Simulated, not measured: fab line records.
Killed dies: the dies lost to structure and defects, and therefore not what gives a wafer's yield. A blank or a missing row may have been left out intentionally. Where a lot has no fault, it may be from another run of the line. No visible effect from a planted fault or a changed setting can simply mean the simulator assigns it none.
A single fault, viewed from 2 desks / flow rit_cmos / only its own numbers are on each desk; what lay behind them is given at the end

AT THE TOOL OWNER'S DESK: implanter-04
RIT_NWELL_IMPLANT_08, tool's own readings: per-lot mean of the sampled wafers with a number, covering each lot this tool ran. A lot is out of limits, marked OUT, if its mean lies more than 4 standard deviations from the usual mean; the brackets give that distance.
Columns: A = beam_on_s at RIT_NWELL_IMPLANT_08, usual 9.99 s; B = end_station_pressure_torr at RIT_NWELL_IMPLANT_08, usual 5.13e-06 Torr; C = faraday_current_uA at RIT_NWELL_IMPLANT_08, usual 159; D = tilt_deg at RIT_NWELL_IMPLANT_08, usual 6.999 degrees
lot=L404; first seen here=day 1 22:44; A=10.08; B=5.02e-06; C=157; D=6.995
lot=L405; first seen here=day 2 03:46; A=10.02; B=5.12e-06; C=158; D=6.997
lot=L412; first seen here=day 3 15:29; A=10.14; B=4.86e-06; C=157; D=6.990
lot=L413; first seen here=day 3 22:23; A=9.94; B=5.21e-06; C=160; D=6.996
lot=L414; first seen here=day 4 01:42; A=9.85; B=5.38e-06; C=161; D=7.002
lot=L416; first seen here=day 4 10:17; A=10.15; B=5.24e-06; C=156; D=7.004
lot=L418; first seen here=day 5 00:20; A=10.97 (+4.9) OUT; B=5.13e-05 (+99 or more) OUT; C=146 (-4.1) OUT; D=6.994
lot=L419; first seen here=day 5 02:22; A=11.08 (+5.4) OUT; B=5.05e-05 (+99 or more) OUT; C=145 (-4.5) OUT; D=6.991
lot=L420; first seen here=day 5 05:44; A=11.20 (+6.1) OUT; B=4.73e-05 (+99 or more) OUT; C=143 (-4.9) OUT; D=6.983
Finding of this desk: L418, L419, L420 out of limits; the first was L418 at day 5 00:20, on beam_on_s at RIT_NWELL_IMPLANT_08. L404, L405, L412, L413, L414, L416: within limits.

FROM THE METROLOGY DESK
Lot by lot, what the gauges showed, no matter which tool ran the lot: averages of those sampled wafers that carry a number. A lot is out of limits, marked OUT, if its mean lies more than 4 standard deviations from the usual mean; the brackets give that distance.
Columns: A = NWELL_TW at RIT_NWELL_TW_MEAS_10, usual 2131; B = NWELL_RS at RIT_WELLDRIVE_RS_MEAS_01, usual 275.3 ohm/sq
lot=L404; first seen here=day 1 23:03; A=2122; B=274.7
lot=L405; first seen here=day 2 04:05; A=2139; B=275.1
lot=L406; first seen here=day 2 08:28; A=2137; B=274.6
lot=L408; first seen here=day 2 17:38; A=2139; B=274.9
lot=L409; first seen here=day 2 23:55; A=2113; B=275.2
lot=L410; first seen here=day 3 02:55; A=2134; B=275.6
lot=L411; first seen here=day 3 12:05; A=2139; B=274.8
lot=L412; first seen here=day 3 15:49; A=2138; B=274.7
lot=L413; first seen here=day 3 22:41; A=2129; B=276.4
lot=L414; first seen here=day 4 02:02; A=2145; B=275.1
lot=L416; first seen here=day 4 10:34; A=2111; B=275.8
lot=L418; first seen here=day 5 00:37; A=2190 (+4.5) OUT; B=260.9 (-19) OUT
lot=L419; first seen here=day 5 02:40; A=2208 (+5.9) OUT; B=258.6 (-22) OUT
lot=L420; first seen here=day 5 06:04; A=2214 (+6.4) OUT; B=258.7 (-22) OUT
lot=L426; first seen here=day 6 13:03; A=2131; B=275.4
Per this desk, out of limits: L418, L419, L420; the first was L418, day 5 00:37 (NWELL_TW at RIT_NWELL_TW_MEAS_10). L404, L405, L406, L408, L409, L410, L411, L412, L413, L414, L416, L426: within limits.

PUT TOGETHER
An alarm could have come from the tool owner's desk at day 5 00:20, on L418, L419, L420.
On L418, L419, L420, the metrology desk was in a position to raise an alarm at day 5 00:37.
Of the lots named, all ran RIT_NWELL_IMPLANT_08 on implanter-04.

WHAT THE SIMULATOR HAD INSERTED
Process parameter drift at RIT_NWELL_IMPLANT_08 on implanter-04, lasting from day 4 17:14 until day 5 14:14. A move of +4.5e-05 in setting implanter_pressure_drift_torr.
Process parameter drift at RIT_NWELL_IMPLANT_08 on implanter-04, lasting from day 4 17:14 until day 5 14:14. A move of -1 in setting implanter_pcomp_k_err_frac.
Lots struck among those shown: L418, L419, L420.
Hours from the fault's start to each desk's first reading out of limits: the tool owner's desk, 7; the metrology desk, 7.
